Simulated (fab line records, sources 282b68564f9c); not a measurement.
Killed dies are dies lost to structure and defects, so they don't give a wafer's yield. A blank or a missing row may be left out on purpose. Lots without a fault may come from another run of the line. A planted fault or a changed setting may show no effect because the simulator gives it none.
One fault seen from 2 desks | flow rit_cmos | each desk has only its own numbers; what lay behind them comes last

THE TOOL OWNER'S DESK: iline_stepper-01
The tool's own readings at RIT_PWELL_EXPOSE_03 (exposes mask M3, target cd 43700 nm): means of the sampled wafers that have a number, for each lot that ran on this tool. A lot is out of limits, marked OUT, if its mean lies more than 4 standard deviations from the usual mean; the brackets give that distance.
Columns: A = focus_offset_nm at RIT_PWELL_EXPOSE_03, usual -0.1 nm
lot  | first seen here | A
L348 | day 2 08:11     | -0.5
L350 | day 2 20:28     | 0.3
L352 | day 3 05:19     | 0.4
L354 | day 3 13:59     | -0.4
L358 | day 4 11:02     | -0.2
This desk's finding: nothing out of limits on any of the 5 lots.

THE METROLOGY DESK
What the gauges read, lot by lot, whatever tool the lot ran on: means of the sampled wafers that have a number. A lot is out of limits, marked OUT, if its mean lies more than 4 standard deviations from the usual mean; the brackets give that distance.
Columns: A = PWELL_OVL at RIT_PWELL_OVL_MEAS_06, usual 0.2 nm
lot  | first seen here | A
L347 | day 2 05:06     | -1.5
L348 | day 2 08:36     | -0.1
L349 | day 2 15:49     | -0.7
L350 | day 2 20:54     | 0.9
L351 | day 3 01:43     | 1.8
L352 | day 3 05:45     | 360.6 (+99 or more) OUT
L353 | day 3 11:25     | -1.6
L354 | day 3 14:28     | 359.2 (+99 or more) OUT
L358 | day 4 11:35     | 360.3 (+99 or more) OUT
L359 | day 4 21:19     | -0.1
L360 | day 4 22:44     | 1.9
L361 | day 5 01:47     | 1.1
L364 | day 5 20:13     | 1.3
L365 | day 6 08:47     | 0.4
L369 | day 7 01:53     | 0.1
This desk's finding: out of limits on L352, L354, L358; first on L352, day 3 05:45 (PWELL_OVL at RIT_PWELL_OVL_MEAS_06). In limits: L347, L348, L349, L350, L351, L353, L359, L360, L361, L364, L365, L369.

PUT TOGETHER
The metrology desk could have raised an alarm at day 3 05:45, on L352, L354, L358.
The tool owner's desk saw nothing out of limits.
The tool owner's desk has L352, L354, L358 on record, within its limits.
Of the lots named, all ran RIT_PWELL_EXPOSE_03 on iline_stepper-01.

WHAT THE SIMULATOR HAD PUT IN
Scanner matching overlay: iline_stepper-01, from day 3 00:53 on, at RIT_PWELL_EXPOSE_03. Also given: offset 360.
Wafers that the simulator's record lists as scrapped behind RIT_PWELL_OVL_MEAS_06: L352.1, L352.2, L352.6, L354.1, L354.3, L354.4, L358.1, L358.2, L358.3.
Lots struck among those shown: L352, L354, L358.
Hours from the fault's start to each desk's first reading out of limits: the metrology desk, 5.
